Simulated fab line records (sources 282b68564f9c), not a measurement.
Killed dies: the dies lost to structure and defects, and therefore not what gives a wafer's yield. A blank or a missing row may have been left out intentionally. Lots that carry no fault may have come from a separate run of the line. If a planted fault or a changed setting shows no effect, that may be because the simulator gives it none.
fab line records    flow ritCmos
record: lots: 15  wafers: 45  lastDay: 8
route steps=202 shown FOX1@21 PWELL@48 NLDD@111 NSD@137 M1@202
lots untouched by any fault: they come from a run of this same line in which no faults occurred
startH: the number of hours between the record's first day and the start of the first shown wafer of the lot    waitH: time in hours since the lot's previous step    " the same as in the row above    L1.1+2: several wafers, shown together as one row    - either no value or no given start    * or withheld: withheld    < > ~ a bound
route shown NAME@n: a module of which the file shows steps, and the number in the route of the first    usual: the fault-free wafers' mean and standard deviation    same: alike in all rows    chamber/n: place in a boat    sites: the reading at each site    _std_site: the standard deviation of these    _edge_site: the outer-site mean with the inner-site mean subtracted    radiusMm: for every site, how far away it sits from the centre of the wafer    mask NAME#n: copy n    behind: the last tool/chamber to shape the wafer    hold: the reason the lot was held/the length of the hold in hours/how it ended    device: transistor that didn't switch, given as n, p or np    end of line: tests of these same wafers at the route's end    for a step that has no rows: nothing shown but its recipe    killed: dies that structure and defects cost at the first sort, which is not the same as the wafer's yield    map: shows each die of a wafer: x if killed, . if not, _ if none is there
set.NAME: the run value of the setting; set.NAME@STEP: its run value at that earlier step    model.NAME: the simulator's own value behind a step, which no gauge read
the route's steps for a sample of lots (tables are steps, rows are wafers)
services: a tool's chamber out of use, with start hour (startH, from the record's first day; less than 0 if before it), hours out, and reason
== steps ==
step: RIT_FOX1_THK_MEAS_01
recipe: reads: SiO2_of_FOX1_OXIDATION_00
usual: FOX1_OXIDE_THK: 347/7.7
lot.wafer  tool          chamber  startH  waitH  FOX1_OXIDE_THK[nm]
L264.1     filmMetro-01  -        25.83   0.0    328
L264.2     "             -        "       "      341
L264.4     "             -        "       "      334
L265.1     filmMetro-04  -        30.08   0.0    348
L265.2     "             -        "       "      355
L265.3     "             -        "       "      352
L266.2     filmMetro-04  -        33.95   0.0    351
L266.3     "             -        "       "      354
L266.5     "             -        "       "      357
L267.1     filmMetro-04  -        41.55   0.0    350
L267.3     "             -        "       "      351
L267.6     "             -        "       "      356
L268.4     filmMetro-04  -        47.38   0.0    343
L268.5     "             -        "       "      339
L268.6     "             -        "       "      343
L269.1     filmMetro-04  -        50.13   0.0    344
L269.4     "             -        "       "      341
L269.6     "             -        "       "      340
L271.3     filmMetro-04  -        58.72   0.0    347
L271.5     "             -        "       "      354
L271.6     "             -        "       "      354
L272.1     filmMetro-01  -        66.01   0.0    346
L272.2     "             -        "       "      345
L272.4     "             -        "       "      352
L274.1     filmMetro-04  -        74.81   0.0    343
L274.4     "             -        "       "      348
L274.6     "             -        "       "      346
L279.1     filmMetro-04  -        100.40  0.0    338
L279.3     "             -        "       "      343
L279.5     "             -        "       "      344
L281.1     filmMetro-01  -        108.37  0.0    352
L281.2     "             -        "       "      350
L281.5     "             -        "       "      353
L282.1     filmMetro-04  -        113.55  0.0    348
L282.4     "             -        "       "      345
L282.5     "             -        "       "      351
L283.3     filmMetro-01  -        119.46  0.0    347
L283.4     "             -        "       "      348
L283.6     "             -        "       "      348
L285.3     filmMetro-04  -        129.41  0.0    354
L285.4     "             -        "       "      349
L285.6     "             -        "       "      351
L286.2     filmMetro-04  -        134.38  0.0    340
L286.4     "             -        "       "      338
L286.5     "             -        "       "      332
step: RIT_PWELL_STRIP_09
recipe: chemistry: O2  timeS: 180  resist: NOVOLAK  platenTempC: withheld  powerW: 500  pressureMtorr: 4000  o2FlowSccm: 4000
usual: drypumpMotorCurrentA: 5.9/0.33
lot.wafer  tool            chamber  startH  waitH  drypumpMotorCurrentA  rfHoursCounterH
L264.1     plasmaAsher-02  1        32.69   0.1    5.7                   40
L264.2     "               0        "       "      6.3                   40
L264.4     "               0        "       "      6.3                   -
L265.1     plasmaAsher-04  1        36.62   0.1    5.7                   34
L265.2     "               0        "       "      5.3                   34
L265.3     "               1        "       "      5.7                   -
L266.2     plasmaAsher-02  1        40.75   0.1    5.7                   40
L266.3     "               1        "       "      5.7                   -
L266.5     "               0        "       "      6.3                   -
L267.1     plasmaAsher-01  0        50.01   0.1    6.2                   26
L267.3     "               1        "       "      5.6                   -
L267.6     "               0        "       "      6.2                   -
L268.4     plasmaAsher-01  0        53.03   0.1    6.2                   -
L268.5     "               0        "       "      6.2                   -
L268.6     "               1        "       "      5.6                   -
L269.1     plasmaAsher-02  0        57.21   0.1    6.3                   42
L269.4     "               0        "       "      6.3                   -
L269.6     "               1        "       "      5.7                   -
L271.3     plasmaAsher-01  1        66.55   0.1    5.6                   -
L271.5     "               1        "       "      5.6                   -
L271.6     "               0        "       "      6.2                   -
L272.1     plasmaAsher-01  0        72.58   0.1    6.2                   28
L272.2     "               1        "       "      5.6                   28
L272.4     "               1        "       "      5.6                   -
L274.1     plasmaAsher-02  1        81.95   0.1    5.7                   44
L274.4     "               1        "       "      5.7                   -
L274.6     "               1        "       "      5.7                   -
L279.1     plasmaAsher-02  0        105.96  0.1    6.3                   48
L279.3     "               1        "       "      5.7                   -
L279.5     "               0        "       "      6.3                   -
L281.1     plasmaAsher-01  1        115.40  0.1    5.6                   33
L281.2     "               0        "       "      6.2                   33
L281.5     "               0        "       "      6.2                   -
L282.1     plasmaAsher-01  1        119.03  0.1    5.6                   34
L282.4     "               0        "       "      6.2                   -
L282.5     "               0        "       "      6.2                   -
L283.3     plasmaAsher-01  0        126.01  0.1    6.2                   -
L283.4     "               1        "       "      5.6                   -
L283.6     "               0        "       "      6.2                   -
L285.3     plasmaAsher-04  0        135.38  0.1    5.3                   -
L285.4     "               1        "       "      5.7                   -
L285.6     "               1        "       "      5.7                   -
L286.2     plasmaAsher-02  0        140.30  0.1    6.3                   51
L286.4     "               1        "       "      5.7                   -
L286.5     "               0        "       "      6.3                   -
step: RIT_NLDD_IMPLANT_08
recipe: species: P  energyKev: 20  doseCm2: 5e+14  tiltDeg: 7
usual: beamEnergyKeV: 20.001/0.0062
lot.wafer  tool          chamber  startH  waitH  beamEnergyKeV
L264.1     implanter-02  0        57.09   0.1    19.997
L264.2     "             0        "       "      19.996
L264.4     "             0        "       "      19.994
L265.1     implanter-02  0        62.47   0.1    20.005
L265.2     "             0        "       "      20.003
L265.3     "             0        "       "      20.001
L266.2     implanter-04  0        68.11   0.1    20.008
L266.3     "             0        "       "      20.014
L266.5     "             0        "       "      20.007
L267.1     implanter-04  0        74.79   0.1    20.001
L267.3     "             0        "       "      20.001
L267.6     "             0        "       "      19.994
L268.4     implanter-04  0        77.45   0.1    19.998
L268.5     "             0        "       "      20.007
L268.6     "             0        "       "      20.009
L269.1     implanter-04  0        81.17   0.1    25.992
L269.4     "             0        "       "      26.001
L269.6     "             0        "       "      26.004
L271.3     implanter-04  0        89.12   0.1    25.999
L271.5     "             0        "       "      26.004
L271.6     "             0        "       "      26.006
L272.1     implanter-01  0        94.24   0.1    20.000
L272.2     "             0        "       "      19.994
L272.4     "             0        "       "      19.996
L274.1     implanter-04  0        102.98  0.1    26.002
L274.4     "             0        "       "      26.010
L274.6     "             0        "       "      26.002
L279.1     implanter-02  0        127.59  0.1    19.999
L279.3     "             0        "       "      19.994
L279.5     "             0        "       "      19.985
L281.1     implanter-01  0        136.19  0.1    20.004
L281.2     "             0        "       "      20.013
L281.5     "             0        "       "      20.004
L282.1     implanter-02  0        138.30  0.1    20.015
L282.4     "             0        "       "      20.003
L282.5     "             0        "       "      20.004
L283.3     implanter-02  0        145.93  0.1    19.993
L283.4     "             0        "       "      19.992
L283.6     "             0        "       "      20.006
L285.3     implanter-01  0        160.10  0.1    19.998
L285.4     "             0        "       "      19.997
L285.6     "             0        "       "      19.999
L286.2     implanter-04  0        167.15  0.1    20.007
L286.4     "             0        "       "      20.004
L286.5     "             0        "       "      20.007
step: RIT_NLDD_TW_MEAS_10
usual: NLDD_TW: 2505/11
lot.wafer  tool          chamber  startH  waitH  NLDD_TW
L264.1     filmMetro-01  -        57.41   0.1    2508
L264.2     "             -        "       "      2491
L264.4     "             -        "       "      2491
L265.1     filmMetro-01  -        62.80   0.1    2493
L265.2     "             -        "       "      2493
L265.3     "             -        "       "      2499
L266.2     filmMetro-02  -        68.42   0.1    2493
L266.3     "             -        "       "      2507
L266.5     "             -        "       "      2493
L267.1     filmMetro-01  -        75.12   0.1    2526
L267.3     "             -        "       "      2516
L267.6     "             -        "       "      2524
L268.4     filmMetro-01  -        77.73   0.1    2514
L268.5     "             -        "       "      2514
L268.6     "             -        "       "      2511
L269.1     filmMetro-01  -        81.50   0.1    2690
L269.4     "             -        "       "      2707
L269.6     "             -        "       "      2717
L271.3     filmMetro-02  -        89.41   0.1    2705
L271.5     "             -        "       "      2696
L271.6     "             -        "       "      2681
L272.1     filmMetro-01  -        94.56   0.1    2517
L272.2     "             -        "       "      2528
L272.4     "             -        "       "      2528
L274.1     filmMetro-01  -        103.31  0.1    2705
L274.4     "             -        "       "      2691
L274.6     "             -        "       "      2703
L279.1     filmMetro-02  -        127.92  0.1    2496
L279.3     "             -        "       "      2497
L279.5     "             -        "       "      2500
L281.1     filmMetro-01  -        136.52  0.1    2502
L281.2     "             -        "       "      2507
L281.5     "             -        "       "      2489
L282.1     filmMetro-01  -        138.62  0.1    2501
L282.4     "             -        "       "      2500
L282.5     "             -        "       "      2505
L283.3     filmMetro-02  -        146.22  0.1    2495
L283.4     "             -        "       "      2499
L283.6     "             -        "       "      2480
L285.3     filmMetro-02  -        160.40  0.1    2489
L285.4     "             -        "       "      2492
L285.6     "             -        "       "      2499
L286.2     filmMetro-01  -        167.46  0.1    2506
L286.4     "             -        "       "      2512
L286.5     "             -        "       "      2515
step: RIT_NSD_OVL_MEAS_06
usual: NSD_OVL: -0.7/1.6
lot.wafer  tool        chamber  startH  waitH  NSD_OVL[nm]
L264.1     overlay-01  -        62.38   -      -0.8
L264.2     "           -        "       "      -3.4
L264.4     "           -        "       "      -2.4
L265.1     overlay-02  -        67.62   -      -0.3
L265.2     "           -        "       "      -0.1
L265.3     "           -        "       "      0.4
L266.2     overlay-02  -        73.51   -      0.4
L266.3     "           -        "       "      0.0
L266.5     "           -        "       "      1.9
L267.1     overlay-01  -        80.07   -      -0.9
L267.3     "           -        "       "      -4.2
L267.6     "           -        "       "      -2.8
L268.4     overlay-01  -        82.81   -      -2.4
L268.5     "           -        "       "      -0.8
L268.6     "           -        "       "      -1.3
L269.1     overlay-02  -        86.47   -      -2.3
L269.4     "           -        "       "      -1.3
L269.6     "           -        "       "      -2.9
L271.3     overlay-02  -        95.27   -      0.0
L271.5     "           -        "       "      -0.8
L271.6     "           -        "       "      -1.1
L272.1     overlay-01  -        99.77   -      1.6
L272.2     "           -        "       "      0.4
L272.4     "           -        "       "      1.5
L274.1     overlay-02  -        108.52  -      -0.8
L274.4     "           -        "       "      -2.0
L274.6     "           -        "       "      -0.7
L279.1     overlay-02  -        133.40  -      0.7
L279.3     "           -        "       "      0.5
L279.5     "           -        "       "      -0.9
L281.1     overlay-02  -        143.25  -      0.6
L281.2     "           -        "       "      1.8
L281.5     "           -        "       "      2.0
L282.1     overlay-02  -        144.60  -      -0.5
L282.4     "           -        "       "      0.0
L282.5     "           -        "       "      0.4
L283.3     overlay-02  -        151.40  -      2.2
L283.4     "           -        "       "      1.1
L283.6     "           -        "       "      1.7
L285.3     overlay-01  -        165.22  -      -3.6
L285.4     "           -        "       "      -3.6
L285.6     "           -        "       "      -5.3
L286.2     overlay-02  -        172.35  -      -1.9
L286.4     "           -        "       "      -1.8
L286.5     "           -        "       "      -1.5
step: RIT_SDANNEAL_RS_MEAS_07
recipe: thkMeasGauge: four-point-probe
usual: NLDD_RS: 151.6/0.57
lot.wafer  tool          chamber  startH  waitH  NLDD_RS[ohm/sq]
L264.1     filmMetro-01  -        65.46   0.1    151.8
L264.2     "             -        "       "      152.2
L264.4     "             -        "       "      152.1
L265.1     filmMetro-01  -        70.55   0.1    152.2
L265.2     "             -        "       "      151.6
L265.3     "             -        "       "      151.3
L266.2     filmMetro-02  -        76.64   0.1    151.9
L266.3     "             -        "       "      152.5
L266.5     "             -        "       "      151.6
L267.1     filmMetro-01  -        83.34   0.1    151.4
L267.3     "             -        "       "      150.7
L267.6     "             -        "       "      151.8
L268.4     filmMetro-02  -        85.75   0.1    152.1
L268.5     "             -        "       "      152.3
L268.6     "             -        "       "      152.5
L269.1     filmMetro-01  -        89.81   0.1    146.8
L269.4     "             -        "       "      146.2
L269.6     "             -        "       "      146.4
L271.3     filmMetro-01  -        98.08   0.1    148.1
L271.5     "             -        "       "      147.7
L271.6     "             -        "       "      148.5
L272.1     filmMetro-01  -        102.55  0.1    150.6
L272.2     "             -        "       "      151.7
L272.4     "             -        "       "      151.1
L274.1     filmMetro-01  -        111.42  0.1    146.0
L274.4     "             -        "       "      146.3
L274.6     "             -        "       "      146.0
L279.1     filmMetro-02  -        136.38  0.1    152.0
L279.3     "             -        "       "      152.0
L279.5     "             -        "       "      151.5
L281.1     filmMetro-01  -        146.03  0.1    151.9
L281.2     "             -        "       "      151.5
L281.5     "             -        "       "      152.2
L282.1     filmMetro-01  -        147.52  0.1    152.0
L282.4     "             -        "       "      151.5
L282.5     "             -        "       "      152.0
L283.3     filmMetro-02  -        154.36  0.1    151.5
L283.4     "             -        "       "      151.8
L283.6     "             -        "       "      151.9
L285.3     filmMetro-02  -        168.19  0.1    151.7
L285.4     "             -        "       "      152.1
L285.6     "             -        "       "      151.3
L286.2     filmMetro-01  -        175.31  0.1    151.2
L286.4     "             -        "       "      150.8
L286.5     "             -        "       "      151.0
step: RIT_M1_PROBE_99
usual: killedAtContacts: 0.0/0.23  killedAtFrontEnd: 7/3.1  killedDies: 7/3.1  killedOpen: 3.3/2  killedShort: 3.5/1.9
same: grossDies: 264  killed_at_M0_to_M3: 0  killed_at_M4_up: 0  killedAtBackSide: 0  killedAtOther: 0
lot.wafer  tool       chamber  startH  waitH  killedAtContacts  killedAtFrontEnd  killedDies  killedOpen  killedShort
L269.1     prober-02  -        96.97   0.1    0                 5                 5           4           1
L269.4     prober-02  -        97.12   0.2    0                 9                 9           4           5
L269.6     prober-02  -        97.22   0.2    0                 10                10          4           6
L274.1     prober-01  -        118.53  0.1    0                 4                 4           0           4
L274.4     prober-01  -        118.68  0.2    0                 8                 8           3           5
L274.6     prober-01  -        118.78  0.2    0                 5                 5           2           3
L279.1     prober-02  -        143.60  0.1    0                 9                 9           5           3
L279.3     prober-02  -        143.70  0.2    0                 4                 4           2           2
L279.5     prober-02  -        143.80  0.2    0                 14                14          8           6
L283.3     prober-02  -        161.64  0.2    0                 8                 8           6           2
L283.4     prober-02  -        161.69  0.2    0                 7                 7           1           6
L283.6     prober-02  -        161.79  0.2    0                 1                 1           0           1
killed by level:class
L269.1 GATE:geometricParticle:open=2 SILICIDE:geometricParticle:open=2 REOX:geometricParticle:short=1
L269.4 GATE:geometricParticle:open=2 SPACER:geometricParticle:open=2 FOX1:geometricParticle:short=1 FOX2:geometricParticle:short=1 GATE:geometricParticle:short=1 SPACER:geometricParticle:short=1 SILICIDE:geometricParticle:short=1
L269.6 SPACER:geometricParticle:short=2 FOX1:geometricParticle:open=1 FOX1:geometricParticle:short=1 GATE:geometricParticle:open=1 GATE:geometricParticle:short=1 REOX:geometricParticle:short=1 SPACER:geometricParticle:open=1 SILICIDE:geometricParticle:short=1
L274.1 GATE:geometricParticle:short=2 REOX:geometricParticle:short=1 SILICIDE:geometricParticle:short=1
L274.4 FOX2:geometricParticle:open=2 FOX1:geometricParticle:short=1 FOX2:geometricParticle:short=1 GATE:geometricParticle:open=1 GATE:geometricParticle:short=1 SPACER:geometricParticle:short=1 SILICIDE:geometricParticle:short=1
L274.6 FOX1:geometricParticle:short=1 GATE:geometricParticle:short=1 GATE:geometricParticle:open=1 SILICIDE:geometricParticle:open=1 SILICIDE:geometricParticle:short=1
L279.1 FOX1:geometricParticle:open=4 FOX1:geometricParticle:short=1 FOX2:geometricParticle:short=1 GATE:geometricParticle:open=1 REOX:geometricParticle:short=1 PLDD:coatMicrobubblePrinted=1
L279.3 FOX2:geometricParticle:open=1 GATE:geometricParticle:short=1 GATE:geometricParticle:open=1 SILICIDE:geometricParticle:short=1
L279.5 GATE:geometricParticle:open=8 GATE:geometricParticle:short=3 SILICIDE:geometricParticle:short=3
L283.3 SPACER:geometricParticle:open=3 REOX:geometricParticle:open=2 FOX2:geometricParticle:short=1 REOX:geometricParticle:short=1 SILICIDE:geometricParticle:open=1
L283.4 GATE:geometricParticle:short=3 REOX:geometricParticle:short=2 REOX:geometricParticle:open=1 SILICIDE:geometricParticle:short=1
L283.6 GATE:geometricParticle:short=1
== services ==
tool            chamber  startH  hours  kind
plasmaAsher-01  -        39.76   1.2    repair
implanter-04    -        53.26   6.6    repair
implanter-04    -        59.89   2.8    pm
plasmaAsher-04  -        62.61   0.7    repair
implanter-02    -        63.11   2.1    repair
implanter-02    -        69.34   3.1    repair
implanter-01    -        74.24   4.2    repair
plasmaAsher-04  -        91.79   1.4    repair
implanter-02    -        96.11   2.3    repair
plasmaAsher-04  -        99.32   2.8    repair
plasmaAsher-04  -        108.75  9.0    pm
plasmaAsher-04  0        108.75  9.0    ventCycle
plasmaAsher-04  1        108.75  9.0    ventCycle
plasmaAsher-04  0        117.75  -      clean
plasmaAsher-04  1        117.75  -      clean
implanter-02    -        157.54  5.0    pm
== key ==
firstSign: step: RIT_NLDD_IMPLANT_08  reading: beamEnergyKeV  direction: up  sigmas: 99+  usual: 20.001  struck: 26.002
effect: step: RIT_NLDD_TW_MEAS_10  reading: NLDD_TW  direction: up  sigmas: 17  usual: 2505  struck: 2699
effect: step: RIT_SDANNEAL_RS_MEAS_07  reading: NLDD_RS  direction: down  sigmas: 8.3  usual: 151.6  struck: 146.9
metAt RIT_NLDD_IMPLANT_08
struckLots L269,L271,L274
testerLeftOut L269,L271,L274
notActingAt RIT_FOX1_THK_MEAS_01,RIT_PWELL_STRIP_09,RIT_NSD_OVL_MEAS_06
onsetBetween 77.45 81.17
fault: kind: processParameterDrift  tool: implanter-04  chamber: -  onsetH: 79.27  steps: RIT_NLDD_IMPLANT_08  channel: energyKev  offset: 6  shape: step  endH: 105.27  actsIn: theseRecipesOnly  stated: 20
testerLeftOut: of these lots the tester's yield and bins aren't shown, on N5 and GAA mostly nor the transistor test; their killed dies are dies lost to structure and defects alone, not to doping, threshold or leakage, so they don't give the yield
